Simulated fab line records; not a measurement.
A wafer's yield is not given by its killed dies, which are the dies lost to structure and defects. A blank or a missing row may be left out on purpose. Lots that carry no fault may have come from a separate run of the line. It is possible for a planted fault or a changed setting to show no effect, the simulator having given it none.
Struck lot and sound lot, side by side | flow rit_cmos | 43 out of 202 route steps
Sound: the wafers L488.2, L488.5, L488.6. Wafers struck: L493.2, L493.5, L493.6. At the end, the cause is stated.
Order at every step that has rows: each side's tool, ch and its chambers, its first start. Under that, the readings that differ: sound wafers | struck wafers | difference of the means | sigmas: that difference in standard deviations of wafers without a fault.
alike: readings with means less than 2 such deviations apart, plus words and numbers identical on both sides. not compared: withheld readings, readings lacking a value on some wafer, bounds such as >300 that could conceal the same value, and numbers that have no deviation in the record and whose values overlap.
Wherever a step has rows on one side only, a row that says differs or no value, or a row with sigmas, the two part there. Numbers that don't overlap but have no deviation are shown without sigmas and don't part them. Lack of a reading on every wafer of one side parts them only where that side has two or more wafers.

first, 3 steps without rows for these wafers: RIT_SDANNEAL_CLEAN_00 (cleans in SC1, time 600 s); RIT_SDANNEAL_CLEAN_01 (cleans in dHF, time 30 s); RIT_SDANNEAL_CLEAN_02 (cleans in SC2, time 600 s).
RIT_SDANNEAL_RTA_03: time 5 s.
  sound on rtp_anneal-02 ch 0, day 4 12:57; struck on rtp_anneal-01 ch 0, day 5 13:13
  alike: ramp_up_c_per_s, wafer_temp_C_max
RIT_SDANNEAL_RS_MEAS_04: the measuring method here is four-point-probe.
  struck on film_metro-03, day 5 13:17; sound on film_metro-03, day 4 13:01
  alike: PSD_RS
RIT_SDANNEAL_RS_MEAS_05: the measuring method here is four-point-probe.
  struck on film_metro-03, day 5 13:24; sound on film_metro-03, day 4 13:08
  alike: NSD_RS
RIT_SDANNEAL_RS_MEAS_06: the measuring method here is four-point-probe.
  struck on film_metro-03, day 5 13:31; sound on film_metro-03, day 4 13:16
  alike: PLDD_RS
RIT_SDANNEAL_RS_MEAS_07: the measuring method here is four-point-probe.
  struck on film_metro-03, day 5 13:38; sound on film_metro-03, day 4 13:23
  alike: NLDD_RS
then, 1 step without rows for these wafers: RIT_SILICIDE_WET_ETCH_00 (etches SiO2 in BOE, target depth 14 nm, time 15 s).
RIT_SILICIDE_SPUTTER_01: material Ti, target thk 30 nm, time 229.5 s.
  struck on pvd_sputter-01, day 5 13:45; sound on pvd_sputter-04, day 4 13:30
  alike: throttle_valve_pct
RIT_SILICIDE_RS_MEAS_02: the measuring method here is four-point-probe.
  struck on film_metro-04, day 5 13:55; sound on film_metro-01, day 4 13:40
  alike: SILICIDE_TI_RS
RIT_SILICIDE_THK_MEAS_03: measures by xrf.
  struck on film_metro-04, day 5 14:02; sound on film_metro-01, day 4 13:47
  alike: SILICIDE_TI_THK
RIT_SILICIDE_RTA_04: time 10 s, ramp up 5 s, ramp down 5 s.
  sound on rtp_anneal-01 ch 0, day 4 13:50; struck on rtp_anneal-02 ch 0, day 5 14:06
  alike: wafer_temp_C_max
then, 2 steps without rows for these wafers: RIT_SILICIDE_WET_ETCH_05 (etches Ti in SPM, time 120 s); RIT_SILICIDE_RTA_06 (time 10 s, ramp up 5 s, ramp down 10 s).
RIT_CONTACT_CVD_00: deposits SiO2 from TEOS, target thk 400 nm, time 61 s.
  sound on pecvd-03 ch 1,2, day 4 14:00; struck on pecvd-01 ch 0,2, day 5 14:16
  alike: heater_power_w
RIT_CONTACT_THK_MEAS_01:
  struck on film_metro-02, day 5 14:19; sound on film_metro-01, day 4 14:04
  alike: CONTACT_TEOS_THK
then, 6 steps without rows for these wafers: RIT_CONTACT_HMDS_02 (prime time 60 s); RIT_CONTACT_COAT_03 (resist thk 1000 nm); RIT_CONTACT_SOFTBAKE_04 (time 60 s); RIT_CONTACT_EXPOSE_05 (exposes mask M11, target cd 1000 nm); RIT_CONTACT_PEB_06; RIT_CONTACT_DEVELOP_07 (develop time 120 s).
RIT_CONTACT_CD_MEAS_08 targets a cd of 1000 nm.
  struck on cd_sem-01, day 5 15:40; sound on cd_sem-01, day 4 15:13
  alike: cd_nm
RIT_CONTACT_OVL_MEAS_09:
  struck on overlay-01, day 5 15:47; sound on overlay-02, day 4 15:20
  alike: CONTACT_OVL
then, 1 step without rows for these wafers: RIT_CONTACT_HARDBAKE_10 (time 60 s).
RIT_CONTACT_ETCH_11: etches SiO2 in CHF3/CF4/Ar, stops on TiSi2, target depth 480 nm, time 320 s.
  sound on rie_diel-02 ch 0,1, day 4 15:31; struck on rie_diel-02 ch 0,3, day 5 15:58
  alike: O2_flow_sccm, drypump_motor_current_A, oes_product_au, throttle_valve_pct
  not compared: rf_hours_counter_h
then, 1 step without rows for these wafers: RIT_CONTACT_STRIP_12 (strips in O2, time 180 s).
RIT_CONTACT_CD_MEAS_90 targets a cd of 1000 nm.
  struck on cd_sem-01, day 5 16:21; sound on cd_sem-02, day 4 15:54
  alike: cd_nm
then, 2 steps without rows for these wafers: RIT_CONTACT_CLEAN_13 (cleans in SC1, time 600 s); RIT_CONTACT_CLEAN_14 (cleans in SC2, time 600 s).
RIT_M1_SPUTTER_00: material Al, target thk 400 nm, time 500 s.
  struck on pvd_sputter-03, day 5 16:49; sound on pvd_sputter-02, day 4 16:21
  alike: throttle_valve_pct
RIT_M1_RS_MEAS_01: the measuring method here is four-point-probe.
  struck on film_metro-04, day 5 17:08; sound on film_metro-02, day 4 16:40
  alike: M1_AL_RS
RIT_M1_THK_MEAS_02: measures by xrf.
  struck on film_metro-04, day 5 17:14; sound on film_metro-02, day 4 16:46
  alike: M1_AL_THK
then, 6 steps without rows for these wafers: RIT_M1_HMDS_03 (prime time 60 s); RIT_M1_COAT_04 (resist thk 1300 nm); RIT_M1_SOFTBAKE_05 (time 60 s); RIT_M1_EXPOSE_06 (exposes mask M12, target cd 2600 nm); RIT_M1_PEB_07; RIT_M1_DEVELOP_08 (develop time 68 s).
RIT_M1_CD_MEAS_09 targets a cd of 2600 nm.
  struck on cd_sem-02, day 5 18:11; sound on cd_sem-02, day 4 17:51
  alike: cd_nm
RIT_M1_OVL_MEAS_10:
  struck on overlay-02, day 5 18:18; sound on overlay-02, day 4 17:57
  alike: M1_OVL
RIT_M1_PROBE_99:
  struck on prober-02, day 5 20:53; sound on prober-01, day 4 20:32
  reading                                          | sound                  | struck                  | difference | sigmas
  model.etest.contact_pplus.end_ohm_um             | 41.46 41.34 41.11      | 46.13 44.64 45.72       | +4.19      |
  model.etest.npoly_line.rs_ohm_sq_rim_less_centre | -0.06117 0.107 0.326   | -1.687 -1.416 -1.622    | -1.699     |
  model.etest.npoly_line.rs_ohm_sq_range           | 0.3382 0.6326 0.4486   | 1.849 1.55 1.743        | +1.241     |
  model.etest.npoly_line.rs_ohm_sq                 | 17.6 17.53 17.66       | 16.63 16.66 16.65       | -0.95      |
  model.etest.ppoly_line.rs_ohm_sq                 | 17.11 17.05 17.01      | 16.14 16.11 16.02       | -0.97      |
  model.etest.nplus_sal.rs_ohm_sq_rim_less_centre  | 0.08042 0.1031 0.08878 | -0.4435 -0.3508 -0.4292 | -0.4986    |
  model.etest.nplus_sal.rs_ohm_sq_range            | 0.1191 0.1159 0.1386   | 0.4641 0.3703 0.4686    | +0.3098    |
  alike: killed_at_front_end, killed_dies, killed_open, killed_short
  not compared: model.etest.contact_nplus.end_ohm_um

## WHERE THEY PART
Nowhere in this record.

WHY: the cause the simulator had injected
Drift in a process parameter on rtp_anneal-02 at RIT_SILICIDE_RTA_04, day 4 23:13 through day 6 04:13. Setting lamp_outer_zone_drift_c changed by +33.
